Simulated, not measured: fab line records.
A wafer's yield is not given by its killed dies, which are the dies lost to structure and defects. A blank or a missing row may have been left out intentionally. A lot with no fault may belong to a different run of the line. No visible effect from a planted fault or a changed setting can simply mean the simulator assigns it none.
A lot that was struck, set against a sound lot + flow berkeleyCmos170 + 19 out of 331 route steps
Sound: wafers L193.2, L193.3, L193.5. Struck: wafer L204.2 (left out: L204.3, L204.5 of the same lot, which were not struck); the cause appears at the end.
For every step that has rows: the tool of each side, followed by ch and its chambers, followed by its first start. Under that, the readings that differ: sound wafers + struck wafers + difference of the means + sigmas: that difference in standard deviations of wafers without a fault.
alike: words and numbers the same on both sides, and readings whose means are apart by under 2 such deviations; not compared: readings that were withheld, readings missing a value for some wafer, numbers with overlapping values and no deviation given by the record, and bounds like >300 which may hide the same value.
The two part at a step that has a row with sigmas, a row that says differs or no value, or rows on one side only. Numbers that don't overlap but have no deviation are shown without sigmas and don't part them. Lack of a reading on every wafer of one side parts them only where that side has two or more wafers.

first, 5 steps without rows for these wafers: UCB170_NLDD_COAT_01 (resist thk 900 nm); UCB170_NLDD_SOFTBAKE_02 (time 60 s); UCB170_NLDD_EXPOSE_03 (exposes mask NSELECT, target cd 1200 nm); UCB170_NLDD_PEB_04; UCB170_NLDD_DEVELOP_05 (develop time 45 s).
UCB170_NLDD_CD_MEAS_06: the cd target is 1200 nm.
  sound on cdSem-01, day 8 21:40; struck on cdSem-02, day 11 07:38
  alike: cdNm
UCB170_NLDD_OVL_MEAS_07:
  sound on overlay-01, day 8 21:46; struck on overlay-02, day 11 07:44
  alike: NLDD_OVL
then, 2 steps without rows for these wafers: UCB170_NLDD_IMPLANT_08; UCB170_NLDD_IMPLANT_09.
UCB170_NLDD_STRIP_10: strips in O2.
  sound on plasmaAsher-04 ch 0,1, day 8 22:06; struck on plasmaAsher-04 ch 0, day 11 08:04
  alike: drypumpMotorCurrentA, oesProductAu, stripTimeToEndpointS
  not compared: rfHoursCounterH
UCB170_NLDD_TW_MEAS_11:
  sound on filmMetro-04, day 8 22:13; struck on filmMetro-02, day 11 08:11
  alike: NLDD_TW
then, 1 step without rows for these wafers: UCB170_NLDD_CLEAN_12 (cleans in SPM, time 600 s).
UCB170_SPACER_CVD_00: deposits SiO2 from TEOS/O2, target thk 376 nm, time 47 s.
  sound on pecvd-02 ch 0,1,2, day 8 22:26; struck on pecvd-02 ch 0, day 11 08:25
| reading                                | sound             | struck | difference | sigmas |
|----------------------------------------|-------------------|--------|------------|--------|
| heaterPowerW (W)                       | 209 341 337       | 180    | -116       | -2     |
| model.SiO2_of_SPACER_CVD_00.thkNm (nm) | 370.8 364.2 375.8 | 417.1  | +46.8      |        |
  alike: rfFwdPowerW
UCB170_SPACER_THK_MEAS_01:
  sound on filmMetro-04, day 8 22:29; struck on filmMetro-04, day 11 08:28
| reading              | sound       | struck | difference | sigmas |
|----------------------|-------------|--------|------------|--------|
| SPACER_TEOS_THK (nm) | 371 364 376 | 417    | +47        | +8     |
then, 1 step without rows for these wafers: UCB170_SPACER_ANNEAL_02 (time 1800 s).
UCB170_SPACER_ETCHBACK_03: etches SiO2 in CHF3/CF4/Ar, stops on Si, target depth 376 nm, time 100 s.
  sound on rieDiel-03 ch 0,1,3, day 9 05:42; struck on rieDiel-04 ch 1, day 11 10:06
| reading                 | sound             | struck | difference | sigmas |
|-------------------------|-------------------|--------|------------|--------|
| oesProductAu (a.u.)     | 0.907 0.880 0.893 | 0.957  | +0.064     | +4     |
| model.etch.depthNm (nm) | 370.8 364.2 375.8 | 417.1  | +46.8      |        |
  alike: drypumpMotorCurrentA, rfFwdPowerW, throttleValvePct
  not compared: rfHoursCounterH
UCB170_PSD_HMDS_00: prime time 60 s.
  the record has rows for the sound wafers here (lithoTrack-04 ch 0, day 9 05:48) and none for the struck ones
UCB170_PSD_COAT_01: resist thk 900 nm.
  the record has rows for the sound wafers here (lithoTrack-04 ch 0, day 9 05:57) and none for the struck ones
UCB170_M3_PROBE_99:
  the record holds rows for the sound wafers here (prober-01, day 10 09:59) but none for the struck ones

## WHERE THEY PART
First at UCB170_SPACER_CVD_00; last, within this record, at UCB170_M3_PROBE_99.

WHY: what had been put in by the simulator
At UCB170_SPACER_CVD_00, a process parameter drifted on pecvd-02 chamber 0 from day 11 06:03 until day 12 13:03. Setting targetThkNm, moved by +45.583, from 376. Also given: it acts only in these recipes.
